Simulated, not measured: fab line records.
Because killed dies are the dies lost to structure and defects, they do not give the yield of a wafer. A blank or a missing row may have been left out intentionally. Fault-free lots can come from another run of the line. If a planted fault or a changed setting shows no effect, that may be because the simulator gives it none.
The tool behind it: which one?    flow berkeley cmos170    15 lots with 45 wafers sampled at 3 steps, on a route of 331 steps

== WHAT THE GAUGES SHOWED, per wafer ==
UCB170_GATE_THK_MEAS_05.
lot   measured      on             GATE_POLY_THK (nm)
L321  day 6 22:19   film metro-01  215.3 213.1 215.4
L322  day 7 19:50   film metro-01  213.5 216.0 214.8
L325  day 7 19:50   film metro-02  216.2 215.2 214.8
L324  day 7 19:53   film metro-02  214.9 215.9 215.1
L326  day 7 23:29   film metro-02  214.4 215.7 215.6
L329  day 8 20:16   film metro-02  215.2 214.4 213.4
L330  day 8 20:17   film metro-01  216.9 215.0 217.0
L334  day 9 08:41   film metro-02  213.6 211.7 211.9
L332  day 9 08:44   film metro-02  210.9 212.5 214.1
L336  day 9 20:53   film metro-01  214.9 214.8 213.6
L335  day 9 20:54   film metro-02  216.4 214.7 215.2
L339  day 10 08:49  film metro-02  213.4 216.3 215.3
L340  day 10 08:52  film metro-04  215.9 218.7 216.9
L341  day 11 00:26  film metro-01  214.5 215.5 216.2
L344  day 11 13:22  film metro-04  212.2 211.0 210.7

UCB170_CONTACT_CD_MEAS_15: the cd target is 700 nm.
lot   measured      on         cd nm (nm)
L321  day 7 18:53   cd sem-02  699.6 701.2 699.5
L322  day 8 17:10   cd sem-02  702.9 701.5 701.9
L325  day 8 17:44   cd sem-02  697.4 698.9 697.6
L324  day 8 19:18   cd sem-02  702.2 700.3 701.6
L326  day 8 22:11   cd sem-02  700.4 700.2 700.2
L329  day 9 23:05   cd sem-02  699.4 700.2 699.9
L330  day 9 21:12   cd sem-01  700.1 700.4 701.5
L334  day 10 12:14  cd sem-02  699.7 701.1 699.7
L332  day 10 11:59  cd sem-02  713.2 713.1 712.6
L336  day 10 20:29  cd sem-01  713.2 713.1 714.0
L335  day 10 20:11  cd sem-02  713.4 713.0 712.9
L339  day 11 13:13  cd sem-01  700.3 699.9 699.7
L340  day 11 12:59  cd sem-01  699.2 698.2 698.5
L341  day 12 00:28  cd sem-01  701.8 700.3 703.4
L344  day 12 13:56  cd sem-01  702.1 702.3 700.9

== WHICH TOOL RAN EACH LOT (tool, then ch and the chambers of the sampled wafers, then the start) ==
lot   UCB170_CONTACT_PEB_13
L321  litho track-01 ch 0, day 7 18:33
L322  litho track-03 ch 0, day 8 16:53
L325  litho track-01 ch 0, day 8 17:28
L324  litho track-01 ch 0, day 8 19:02
L326  litho track-04 ch 0, day 8 21:55
L329  litho track-03 ch 0, day 9 22:48
L330  litho track-03 ch 0, day 9 20:56
L334  litho track-01 ch 0, day 10 11:00
L332  litho track-04 ch 0, day 10 11:00
L336  litho track-04 ch 0, day 10 20:13
L335  litho track-04 ch 0, day 10 19:55
L339  litho track-01 ch 0, day 11 12:58
L340  litho track-03 ch 0, day 11 12:43
L341  litho track-01 ch 0, day 12 00:12
L344  litho track-03 ch 0, day 12 13:40
- UCB170_CONTACT_PEB_13

== AS READ BY THE TOOLS THEMSELVES (means over the sampled wafers that have a number; for cases with no such wafer, the mark the record gives instead) ==
The record holds no such reading with a usual standard deviation.

== THE ANSWER, worked out from the rows above alone ==
Rule: what is usual is taken from the lots themselves. The widest of any qualifying gaps counts: lots, ordered by their means at a reading, are off when they make up no more than a third of the lots, leave a main group of 4 or more, and stand apart from it by 3 or more times the standard deviation of that group's means. If all means in a main group match to the digits the tables above print for the reading, that group is not used. Also off: a lot with no number at a reading for which 4 or more lots have one. The other lots that the step has rows for count as sound. Order of review: gauges by route order, followed by the tools' own readings, for which a lot's mean as printed above is used. At the first step where some lot is off, the reading lying furthest off is the one used; lots without a number count as furthest.
Off at UCB170_CONTACT_CD_MEAS_15 (cd nm): L332, L336, L335. The main group has a mean of 700.4 nm with a standard deviation of 1.2.
A tool fits if, at a process step before that reading, it ran every lot that is off, and no sound lot after the first of them. Those tools and the gauges at UCB170_CONTACT_CD_MEAS_15 are tried in the same way. One candidate fits, namely litho track-04 at UCB170_CONTACT_PEB_13. A fault onset in the window from L326 (day 8 21:55, its last sound lot) to L332 (day 10 11:00, its first lot off) fits.

== WHAT THE SIMULATOR HAD INSERTED ==
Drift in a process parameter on litho track-04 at UCB170_CONTACT_PEB_13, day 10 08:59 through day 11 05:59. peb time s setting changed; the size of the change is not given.
Shown lots that were struck: L332, L336, L335. Same finding as the rule above.
